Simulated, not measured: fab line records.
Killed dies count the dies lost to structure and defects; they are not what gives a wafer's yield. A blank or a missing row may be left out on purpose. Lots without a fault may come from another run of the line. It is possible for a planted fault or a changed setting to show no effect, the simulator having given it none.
fab line records + flow berkeley-cmos170
record:
- lots: 14
- wafers: 42
- last-day: 13
route steps=331 shown START@1 NWELL@21 ACTIVE@63 PFIELD@85
lots untouched by any fault: they come from a run of this same line in which no faults occurred
start-h: hours from the record's first day to the start of the lot's first wafer shown + wait-h: hours from the lot's prior step to this one + " the same as in the row above + L1.1+2: a single row standing in for several wafers + - no value present, or no start provided + * or withheld: withheld + < > ~ a bound
route shown NAME@n: names a module that has steps shown in the file, with the first one's number in the route + usual: average and standard deviation across the fault-free wafers + same: alike in all rows + chamber/n: place in a boat + sites: readings site by site + _std_site: their standard deviation + _edge_site: outer sites' mean less inner sites' + radius-mm: for every site, how far away it sits from the centre of the wafer + mask NAME#n: copy n + behind: the tool/chamber that last shaped the wafer + hold: cause of the lot's hold/its duration in hours/its outcome + device: whichever transistor did not switch (one of n, p or np) + end of line: tests run on the same wafers once the route is complete + a step given without rows: its recipe and nothing more + killed: dies lost to structure and defects at the first sort, not the wafer's yield + map: a wafer's dies, marking killed ones x, the rest . and places with no die _
set.NAME: the setting as run; set.NAME@STEP: as run at that earlier step + model.NAME: the simulator's own value behind a step, which no gauge read
steps of the route over a sample of lots; a table a step, a row a wafer
services: the hour from which a tool's chamber was out of use, counted from the record's first day as start-h (under 0 if before that day), plus the number of hours and why
== steps ==
step: UCB170_START_BOW_MEAS_00
recipe:
- mode: bow
usual:
- INCOMING_BOW: -1/5.6
| lot.wafer | tool          | chamber | start-h | wait-h | INCOMING_BOW[um] |
|-----------|---------------|---------|---------|--------|------------------|
| L330.3    | film-metro-02 | -       | 10.04   | -      | 1                |
| L330.4    | "             | -       | "       | "      | -2               |
| L330.5    | "             | -       | "       | "      | 0                |
| L331.3    | film-metro-02 | -       | 15.04   | -      | 0                |
| L331.5    | "             | -       | "       | "      | -1               |
| L331.6    | "             | -       | "       | "      | -9               |
| L333.1    | film-metro-02 | -       | 25.00   | -      | -2               |
| L333.3    | "             | -       | "       | "      | 5                |
| L333.6    | "             | -       | "       | "      | -3               |
| L334.2    | film-metro-03 | -       | 30.02   | -      | -1               |
| L334.3    | "             | -       | "       | "      | 3                |
| L334.5    | "             | -       | "       | "      | 1                |
| L335.2    | film-metro-01 | -       | 35.02   | -      | 0                |
| L335.3    | "             | -       | "       | "      | 2                |
| L335.4    | "             | -       | "       | "      | 3                |
| L336.1    | film-metro-01 | -       | 40.00   | -      | -2               |
| L336.4    | "             | -       | "       | "      | 6                |
| L336.5    | "             | -       | "       | "      | -5               |
| L337.2    | film-metro-02 | -       | 45.02   | -      | 0                |
| L337.3    | "             | -       | "       | "      | -2               |
| L337.5    | "             | -       | "       | "      | 3                |
| L338.3    | film-metro-01 | -       | 50.04   | -      | 7                |
| L338.5    | "             | -       | "       | "      | 8                |
| L338.6    | "             | -       | "       | "      | 2                |
| L339.1    | film-metro-01 | -       | 55.00   | -      | 11               |
| L339.3    | "             | -       | "       | "      | -1               |
| L339.6    | "             | -       | "       | "      | 7                |
| L346.2    | film-metro-02 | -       | 90.02   | -      | -8               |
| L346.3    | "             | -       | "       | "      | 5                |
| L346.4    | "             | -       | "       | "      | -10              |
| L347.1    | film-metro-01 | -       | 95.00   | -      | -3               |
| L347.5    | "             | -       | "       | "      | 3                |
| L347.6    | "             | -       | "       | "      | -15              |
| L350.1    | film-metro-02 | -       | 110.00  | -      | -1               |
| L350.5    | "             | -       | "       | "      | 4                |
| L350.6    | "             | -       | "       | "      | -5               |
| L351.2    | film-metro-02 | -       | 115.02  | -      | 1                |
| L351.3    | "             | -       | "       | "      | -5               |
| L351.5    | "             | -       | "       | "      | -1               |
| L352.2    | film-metro-03 | -       | 120.02  | -      | -4               |
| L352.3    | "             | -       | "       | "      | 8                |
| L352.4    | "             | -       | "       | "      | -1               |
step: UCB170_NWELL_COAT_07
recipe:
- resist: KrF
- spin-rpm: 1500
- resist-thk-nm: 900
| lot.wafer  | tool           | chamber | start-h | wait-h |
|------------|----------------|---------|---------|--------|
| L330.3+4+5 | litho-track-01 | 0       | 40.05   | 0.1    |
| L331.3+5+6 | litho-track-04 | 0       | 50.90   | 0.1    |
| L333.1+3+6 | litho-track-02 | 0       | 62.03   | 0.1    |
| L334.2+3+5 | litho-track-04 | 0       | 62.30   | 0.1    |
| L337.2+3+5 | litho-track-02 | 0       | 69.75   | 0.1    |
| L338.3+5+6 | litho-track-01 | 0       | 69.78   | 0.1    |
| L335.2+3+4 | litho-track-04 | 0       | 69.94   | 0.1    |
| L336.1+4+5 | litho-track-01 | 0       | 70.18   | 0.1    |
| L339.1+3+6 | litho-track-04 | 0       | 77.37   | 0.1    |
| L346.2+3+4 | litho-track-04 | 0       | 114.73  | 0.1    |
| L347.1+5+6 | litho-track-04 | 0       | 124.84  | 0.1    |
| L350.1+5+6 | litho-track-02 | 0       | 142.51  | 0.1    |
| L351.2+3+5 | litho-track-01 | 0       | 142.52  | 0.1    |
| L352.2+3+4 | litho-track-02 | 0       | 146.46  | 0.1    |
step: UCB170_NWELL_STRIP_15
recipe:
- chemistry: O2
- power-w: 400
- pressure-mtorr: 3500
- platen-temp-c: withheld
- o2-flow-sccm: 400
- overash-fraction: 0.5
usual:
- drypump-motor-current-A: 6.2/0.36
- o2-flow-sccm: 400.0/1.1
- oes-product-au: 0.721/0.0041
- strip-time-to-endpoint-s: 18.04/0.076
same:
- overash-fraction: 0.5
| lot.wafer | tool            | chamber | start-h | wait-h | drypump-motor-current-A | o2-flow-sccm | oes-product-au | rf-hours-counter-h | strip-time-to-endpoint-s |
|-----------|-----------------|---------|---------|--------|-------------------------|--------------|----------------|--------------------|--------------------------|
| L330.3    | plasma-asher-04 | 1       | 41.06   | 0.1    | 6.1                     | 401.2        | 0.724          | -                  | 17.98                    |
| L330.4    | "               | 0       | "       | "      | 6.6                     | 400.7        | 0.721          | -                  | 18.05                    |
| L330.5    | "               | 0       | "       | "      | 6.6                     | 400.7        | 0.721          | -                  | 17.97                    |
| L331.3    | plasma-asher-04 | 0       | 52.00   | 0.1    | 6.6                     | 398.8        | 0.722          | -                  | 18.09                    |
| L331.5    | "               | 1       | "       | "      | 6.1                     | 401.6        | 0.716          | -                  | 18.13                    |
| L331.6    | "               | 0       | "       | "      | 6.6                     | 400.6        | 0.718          | -                  | 18.06                    |
| L333.1    | plasma-asher-02 | 0       | 63.72   | 0.1    | 6.4                     | 401.9        | 0.724          | 31                 | 17.94                    |
| L333.3    | "               | 1       | "       | "      | 5.9                     | 400.3        | 0.727          | -                  | 18.10                    |
| L333.6    | "               | 1       | "       | "      | 5.9                     | 398.2        | 0.724          | -                  | 17.95                    |
| L334.2    | plasma-asher-04 | 1       | 64.16   | 0.1    | 6.1                     | 400.9        | 0.722          | 28                 | 17.95                    |
| L334.3    | "               | 0       | "       | "      | 6.6                     | 398.3        | 0.722          | -                  | 17.91                    |
| L334.5    | "               | 1       | "       | "      | 6.1                     | 399.8        | 0.716          | -                  | 17.89                    |
| L338.3    | plasma-asher-01 | 0       | 70.81   | 0.1    | 6.4                     | 400.2        | 0.726          | -                  | 17.95                    |
| L338.5    | "               | 0       | "       | "      | 6.4                     | 398.8        | 0.717          | -                  | 18.08                    |
| L338.6    | "               | 1       | "       | "      | 5.4                     | 399.1        | 0.720          | -                  | 18.00                    |
| L337.2    | plasma-asher-04 | 1       | 71.05   | 0.1    | 6.1                     | 398.9        | 0.723          | 29                 | 18.00                    |
| L337.3    | "               | 0       | "       | "      | 6.6                     | 400.6        | 0.721          | -                  | 17.93                    |
| L337.5    | "               | 0       | "       | "      | 6.6                     | 400.2        | 0.723          | -                  | 17.97                    |
| L335.2    | plasma-asher-04 | 0       | 71.49   | 0.1    | 6.6                     | 399.4        | 0.723          | 29                 | 18.05                    |
| L335.3    | "               | 0       | "       | "      | 6.6                     | 399.9        | 0.727          | -                  | 17.99                    |
| L335.4    | "               | 1       | "       | "      | 6.1                     | 401.4        | 0.717          | -                  | 18.04                    |
| L336.1    | plasma-asher-02 | 1       | 71.78   | 0.1    | 5.9                     | 398.7        | 0.714          | 32                 | 18.06                    |
| L336.4    | "               | 0       | "       | "      | 6.4                     | 401.9        | 0.723          | -                  | 17.98                    |
| L336.5    | "               | 0       | "       | "      | 6.3                     | 400.6        | 0.715          | -                  | 18.02                    |
| L339.1    | plasma-asher-04 | 1       | 78.47   | 0.1    | 6.1                     | 398.8        | 0.716          | 30                 | 18.06                    |
| L339.3    | "               | 0       | "       | "      | 6.6                     | 400.4        | 0.709          | -                  | 18.04                    |
| L339.6    | "               | 0       | "       | "      | 6.6                     | 400.5        | 0.719          | -                  | 17.98                    |
| L346.2    | plasma-asher-02 | 0       | 115.81  | 0.1    | 6.4                     | 400.0        | 0.250          | 38                 | 0.21                     |
| L346.3    | "               | 1       | "       | "      | 5.9                     | 400.3        | 0.245          | -                  | 0.27                     |
| L346.4    | "               | 0       | "       | "      | 6.4                     | 400.8        | 0.241          | -                  | 0.50                     |
| L347.1    | plasma-asher-01 | 1       | 126.59  | 0.1    | 5.4                     | 400.7        | 0.248          | 1                  | 0.29                     |
| L347.5    | "               | 0       | "       | "      | 6.4                     | 399.7        | 0.236          | -                  | 0.50                     |
| L347.6    | "               | 1       | "       | "      | 5.4                     | 400.5        | 0.252          | -                  | 0.49                     |
| L351.2    | plasma-asher-04 | 1       | 143.48  | 0.1    | 6.1                     | 402.1        | 0.716          | 37                 | 18.02                    |
| L351.3    | "               | 0       | "       | "      | 6.6                     | 400.1        | 0.721          | -                  | 17.98                    |
| L351.5    | "               | 0       | "       | "      | 6.6                     | 401.5        | 0.726          | -                  | 18.05                    |
| L350.1    | plasma-asher-01 | 1       | 143.72  | 0.1    | 5.4                     | 400.7        | 0.724          | 3                  | 18.03                    |
| L350.5    | "               | 0       | "       | "      | 6.4                     | 401.7        | 0.723          | -                  | 18.02                    |
| L350.6    | "               | 1       | "       | "      | 5.4                     | 400.6        | 0.718          | -                  | 18.13                    |
| L352.2    | plasma-asher-01 | 1       | 147.81  | 0.1    | 5.4                     | 401.1        | 0.720          | 4                  | 18.05                    |
| L352.3    | "               | 0       | "       | "      | 6.4                     | 399.0        | 0.719          | -                  | 18.02                    |
| L352.4    | "               | 1       | "       | "      | 5.4                     | 399.9        | 0.721          | -                  | 18.08                    |
step: UCB170_ACTIVE_THK_MEAS_03
recipe:
- reads: SiO2_of_ACTIVE_OXIDATION_02
usual:
- ACTIVE_OXIDE_THK: 26.3/0.41
| lot.wafer | tool          | chamber | start-h | wait-h | ACTIVE_OXIDE_THK[nm] |
|-----------|---------------|---------|---------|--------|----------------------|
| L330.3    | film-metro-02 | -       | 83.68   | 0.0    | 26.7                 |
| L330.4    | "             | -       | "       | "      | 26.6                 |
| L330.5    | "             | -       | "       | "      | 26.5                 |
| L331.3    | film-metro-01 | -       | 94.46   | 0.0    | 25.7                 |
| L331.5    | "             | -       | "       | "      | 25.5                 |
| L331.6    | "             | -       | "       | "      | 25.9                 |
| L333.1    | film-metro-03 | -       | 118.82  | 0.0    | 27.0                 |
| L333.3    | "             | -       | "       | "      | 27.1                 |
| L333.6    | "             | -       | "       | "      | 26.0                 |
| L337.2    | film-metro-01 | -       | 118.83  | 0.0    | 27.2                 |
| L337.3    | "             | -       | "       | "      | 26.9                 |
| L337.5    | "             | -       | "       | "      | 26.8                 |
| L338.3    | film-metro-02 | -       | 118.87  | 0.0    | 26.3                 |
| L338.5    | "             | -       | "       | "      | 26.6                 |
| L338.6    | "             | -       | "       | "      | 26.3                 |
| L334.2    | film-metro-01 | -       | 118.89  | 0.1    | 26.8                 |
| L334.3    | "             | -       | "       | "      | 26.1                 |
| L334.5    | "             | -       | "       | "      | 26.3                 |
| L335.2    | film-metro-03 | -       | 118.89  | 0.1    | 25.9                 |
| L335.3    | "             | -       | "       | "      | 25.7                 |
| L335.4    | "             | -       | "       | "      | 26.2                 |
| L336.1    | film-metro-01 | -       | 123.34  | 0.0    | 26.2                 |
| L336.4    | "             | -       | "       | "      | 26.2                 |
| L336.5    | "             | -       | "       | "      | 26.5                 |
| L339.1    | film-metro-02 | -       | 129.86  | 0.0    | 26.4                 |
| L339.3    | "             | -       | "       | "      | 26.1                 |
| L339.6    | "             | -       | "       | "      | 26.4                 |
| L346.2    | film-metro-03 | -       | 168.45  | 0.0    | 26.1                 |
| L346.3    | "             | -       | "       | "      | 25.4                 |
| L346.4    | "             | -       | "       | "      | 25.7                 |
| L347.1    | film-metro-03 | -       | 175.31  | 0.0    | 26.3                 |
| L347.5    | "             | -       | "       | "      | 26.2                 |
| L347.6    | "             | -       | "       | "      | 26.1                 |
| L350.1    | film-metro-03 | -       | 189.84  | 0.0    | 26.3                 |
| L350.5    | "             | -       | "       | "      | 26.1                 |
| L350.6    | "             | -       | "       | "      | 26.4                 |
| L351.2    | film-metro-01 | -       | 189.85  | 0.0    | 26.6                 |
| L351.3    | "             | -       | "       | "      | 26.7                 |
| L351.5    | "             | -       | "       | "      | 26.4                 |
| L352.2    | film-metro-01 | -       | 196.43  | 0.0    | 26.7                 |
| L352.3    | "             | -       | "       | "      | 26.1                 |
| L352.4    | "             | -       | "       | "      | 26.0                 |
step: UCB170_PFIELD_OVL_MEAS_06
usual:
- PFIELD_OVL: 1/5.7
| lot.wafer | tool       | chamber | start-h | wait-h | PFIELD_OVL[nm] |
|-----------|------------|---------|---------|--------|----------------|
| L330.3    | overlay-02 | -       | 96.12   | -      | -1             |
| L330.4    | "          | -       | "       | "      | 8              |
| L330.5    | "          | -       | "       | "      | -4             |
| L331.3    | overlay-01 | -       | 112.25  | -      | 1              |
| L331.5    | "          | -       | "       | "      | 1              |
| L331.6    | "          | -       | "       | "      | 12             |
| L337.2    | overlay-01 | -       | 132.30  | -      | -2             |
| L337.3    | "          | -       | "       | "      | 4              |
| L337.5    | "          | -       | "       | "      | 5              |
| L334.2    | overlay-01 | -       | 132.57  | -      | 6              |
| L334.3    | "          | -       | "       | "      | 15             |
| L334.5    | "          | -       | "       | "      | 12             |
| L338.3    | overlay-02 | -       | 132.58  | -      | -12            |
| L338.5    | "          | -       | "       | "      | 0              |
| L338.6    | "          | -       | "       | "      | 4              |
| L333.1    | overlay-01 | -       | 132.60  | -      | 9              |
| L333.3    | "          | -       | "       | "      | 8              |
| L333.6    | "          | -       | "       | "      | -4             |
| L335.2    | overlay-02 | -       | 132.85  | -      | 12             |
| L335.3    | "          | -       | "       | "      | 4              |
| L335.4    | "          | -       | "       | "      | 10             |
| L336.1    | overlay-01 | -       | 134.81  | -      | -13            |
| L336.4    | "          | -       | "       | "      | -3             |
| L336.5    | "          | -       | "       | "      | -9             |
| L339.1    | overlay-01 | -       | 143.07  | -      | 2              |
| L339.3    | "          | -       | "       | "      | 1              |
| L339.6    | "          | -       | "       | "      | 2              |
| L346.2    | overlay-01 | -       | 178.97  | -      | -4             |
| L346.3    | "          | -       | "       | "      | 0              |
| L346.4    | "          | -       | "       | "      | -6             |
| L347.1    | overlay-01 | -       | 188.65  | -      | 4              |
| L347.5    | "          | -       | "       | "      | 1              |
| L347.6    | "          | -       | "       | "      | 4              |
| L350.1    | overlay-02 | -       | 200.87  | -      | 2              |
| L350.5    | "          | -       | "       | "      | 0              |
| L350.6    | "          | -       | "       | "      | 6              |
| L351.2    | overlay-01 | -       | 200.88  | -      | 2              |
| L351.3    | "          | -       | "       | "      | 10             |
| L351.5    | "          | -       | "       | "      | 6              |
| L352.2    | overlay-02 | -       | 210.78  | -      | -2             |
| L352.3    | "          | -       | "       | "      | 7              |
| L352.4    | "          | -       | "       | "      | 2              |
== services ==
| tool            | chamber | start-h | hours | kind       |
|-----------------|---------|---------|-------|------------|
| plasma-asher-04 | -       | 80.54   | 1.0   | repair     |
| plasma-asher-04 | -       | 84.98   | 2.1   | repair     |
| plasma-asher-01 | -       | 97.79   | 5.6   | repair     |
| plasma-asher-01 | -       | 108.75  | 9.0   | pm         |
| plasma-asher-01 | 0       | 108.75  | 9.0   | vent-cycle |
| plasma-asher-01 | 1       | 108.75  | 9.0   | vent-cycle |
| plasma-asher-01 | 0       | 117.75  | -     | clean      |
| plasma-asher-01 | 1       | 117.75  | -     | clean      |
| plasma-asher-04 | -       | 127.14  | 1.7   | repair     |
| plasma-asher-04 | -       | 127.64  | 11.0  | repair     |
== key ==
first-sign:
- step: UCB170_NWELL_STRIP_15
- reading: strip-time-to-endpoint-s
- direction: down
- sigmas: 99+
- usual: *
- struck: *
effect:
- step: UCB170_NWELL_STRIP_15
- reading: oes-product-au
- direction: down
- sigmas: 99+
- usual: 0.721
- struck: 0.245
met-at UCB170_NWELL_COAT_07
struck-lots L346,L347
tester-left-out L346,L347
not-acting-at UCB170_START_BOW_MEAS_00,UCB170_ACTIVE_THK_MEAS_03,UCB170_PFIELD_OVL_MEAS_06
onset-between 77.37 114.73
fault:
- kind: process-parameter-drift
- tool: litho-track-04
- chamber: -
- onset-h: 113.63
- steps: UCB170_NWELL_COAT_07
- channel: resist-thk-nm
- offset: *
- shape: step
- end-h: 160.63
- acts-in: *
- stated: *
tester-left-out: of these lots the tester's yield and bins aren't shown, on N5 and GAA mostly nor the transistor test; their killed dies are dies lost to structure and defects alone, not to doping, threshold or leakage, so they don't give the yield
